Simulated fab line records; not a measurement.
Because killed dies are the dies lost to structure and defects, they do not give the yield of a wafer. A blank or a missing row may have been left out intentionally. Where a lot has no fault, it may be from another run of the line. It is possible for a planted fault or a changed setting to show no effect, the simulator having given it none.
Matching of chambers | flow berkeley cmos170 | 4 sister chambers for UCB170_ZERO_ETCH_06 on rie diel-01
The step etches SiO2 in CHF3/CF4/Ar, time 12 s. 8 wafers are shown with their chamber, then 7 later ones without.

== WAFERS WITH THEIR CHAMBER ==
wafer  | chamber | throttle valve pct (%) | drypump motor current A (A)
L282.2 | 0       | 9.19                   | 5.0
L284.2 | 3       | 9.21                   | 5.3
L284.6 | 3       | 9.20                   | 5.3
L289.1 | 1       | 9.57                   | 5.6
L289.4 | 1       | 9.58                   | 5.6
L289.6 | 2       | 9.28                   | 5.4
L295.1 | 0       | 9.21                   | 5.0
L295.5 | 2       | 9.28                   | 5.3

== WAFERS WITH NO CHAMBER GIVEN ==
wafer  | throttle valve pct (%) | drypump motor current A (A)
L295.6 | 9.55                   | 5.6
L298.1 | 9.58                   | 5.6
L298.3 | 9.21                   | 5.0
L298.6 | 9.30                   | 5.4
L299.2 | 9.21                   | 5.3
L299.4 | 9.59                   | 5.6
L299.5 | 9.28                   | 5.3

== THE CHAMBER EACH PASSED THROUGH ==
wafer  | from the rows above | in truth
L295.6 | 1                   | 1
L298.1 | 1                   | 1
L298.3 | 0                   | 0
L298.6 | 2                   | 2
L299.2 | 3                   | 3
L299.4 | 1                   | 1
L299.5 | 2                   | 2
7 of 7 placed correctly. Number that these rows cannot place: 0. 0 placed wrongly.
How it was worked out, from the rows above alone: a wafer's distance from a chamber is the root of the sum, over the readings, of the square of ((its reading less the chamber's mean) divided by the reading's scatter). The wafer belongs to the nearest chamber; if the next one is less than 2 further off, it can't be placed. A chamber's mean is the mean of its shown wafers. The scatter is the square root of a quotient: the sum, over the shown wafers, of each reading's squared deviation from its chamber's mean, divided by wafers minus chambers.
